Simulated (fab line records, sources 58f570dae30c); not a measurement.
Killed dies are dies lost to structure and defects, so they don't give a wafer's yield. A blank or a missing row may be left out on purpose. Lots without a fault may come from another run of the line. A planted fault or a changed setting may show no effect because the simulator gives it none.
Which tool did it? | flow berkeley_cmos170 | 14 lots, 42 wafers sampled, at 2 steps of a route of 331

WHAT THE GAUGES READ, wafer by wafer
UCB170_PFIELD_TW_MEAS_09.
lot  | measured    | on            | PFIELD_TW
L517 | day 4 14:40 | film_metro-01 | 592.2 593.4 595.4
L518 | day 5 06:27 | film_metro-01 | 598.6 597.5 598.1
L520 | day 5 17:28 | film_metro-04 | 591.1 593.1 593.7
L521 | day 5 22:41 | film_metro-04 | 598.1 595.1 595.9
L522 | day 6 04:22 | film_metro-02 | 594.6 590.1 590.6
L524 | day 6 13:38 | film_metro-01 | 596.8 597.3 595.0
L527 | day 6 23:22 | film_metro-01 | 596.1 593.1 594.2
L526 | day 6 23:38 | film_metro-02 | 590.4 591.2 591.2
L531 | day 8 05:43 | film_metro-02 | 564.9 563.4 561.8
L534 | day 8 19:12 | film_metro-01 | 599.9 598.4 596.5
L532 | day 8 19:26 | film_metro-01 | 597.0 596.1 595.3
L533 | day 8 19:29 | film_metro-02 | 560.7 560.9 563.5
L536 | day 9 10:02 | film_metro-04 | 595.5 591.9 595.9
L535 | day 9 10:19 | film_metro-04 | 594.0 595.4 590.3

WHICH TOOL RAN EACH LOT (tool, then ch and the chambers of the sampled wafers, then the start)
lot  | UCB170_PFIELD_IMPLANT_07
L517 | implanter-04 ch 0, day 4 14:25
L518 | implanter-04 ch 0, day 5 06:12
L520 | implanter-01 ch 0, day 5 17:14
L521 | implanter-01 ch 0, day 5 22:28
L522 | implanter-04 ch 0, day 6 04:08
L524 | implanter-01 ch 0, day 6 13:25
L527 | implanter-04 ch 0, day 6 23:08
L526 | implanter-03 ch 0, day 6 23:23
L531 | implanter-01 ch 0, day 8 05:28
L534 | implanter-04 ch 0, day 8 18:58
L532 | implanter-03 ch 0, day 8 19:11
L533 | implanter-01 ch 0, day 8 19:16
L536 | implanter-03 ch 0, day 9 09:47
L535 | implanter-04 ch 0, day 9 10:05
- UCB170_PFIELD_IMPLANT_07

WHAT THE TOOLS THEMSELVES READ (means of the sampled wafers that have a number; where no wafer has one, the mark that the record gives instead)
UCB170_PFIELD_IMPLANT_07.
lot  | tool         | beam_energy_keV
L517 | implanter-04 | 80.009
L518 | implanter-04 | 79.992
L520 | implanter-01 | 80.032
L521 | implanter-01 | 79.967
L522 | implanter-04 | 79.994
L524 | implanter-01 | 80.019
L527 | implanter-04 | 79.986
L526 | implanter-03 | 80.026
L531 | implanter-01 | 51.994
L534 | implanter-04 | 79.986
L532 | implanter-03 | 80.004
L533 | implanter-01 | 51.962
L536 | implanter-03 | 80.020
L535 | implanter-04 | 80.020

THE ANSWER, worked out from the rows above alone
Rule: what is usual is taken from the lots themselves. Put in order of their means at a reading, lots are off if they are a third of the lots or fewer, leave a main group of 4 or more, and stand apart from it by a gap of 3 or more times the standard deviation of the main group's means; of several such gaps the widest counts. A main group whose means are all the same, to the digits that the tables above print for the reading, isn't used. A lot without any number at a reading at which 4 lots or more have one is off too. The other lots that the step has rows for count as sound. The gauges are gone through in route order, then the tools' own readings, and for those a lot's mean is taken as printed above. The first step at which some lot is off is used, and at that step the reading that is off furthest; a lot without a number counts as furthest.
Off: L531, L533, at UCB170_PFIELD_TW_MEAS_09 (PFIELD_TW). The main group: mean 594.7, standard deviation 2.3.
A tool fits if, at a process step before that reading, it ran every lot that is off, and no sound lot after the first of them. The gauges at UCB170_PFIELD_TW_MEAS_09 aren't tried: what is off there is off at UCB170_PFIELD_IMPLANT_07 too, on other tools, and a gauge's error can't cause that. One fits: implanter-01 at UCB170_PFIELD_IMPLANT_07. Its last sound lot is L524 (day 6 13:25), its first lot that is off L531 (day 8 05:28): a fault that began between those two fits.
The tool's own readings at UCB170_PFIELD_IMPLANT_07 bear it out: on the lots that are off they differ by more than 5 times the standard deviation of the sound lots' means. beam_energy_keV reads 51.978 there against 80.005 on the sound lots.

WHAT THE SIMULATOR HAD PUT IN
Process parameter drift: implanter-01, from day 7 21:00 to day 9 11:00, at UCB170_PFIELD_IMPLANT_07. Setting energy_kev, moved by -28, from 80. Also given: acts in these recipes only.
Lots struck among those shown: L531, L533. The rule above found the same.
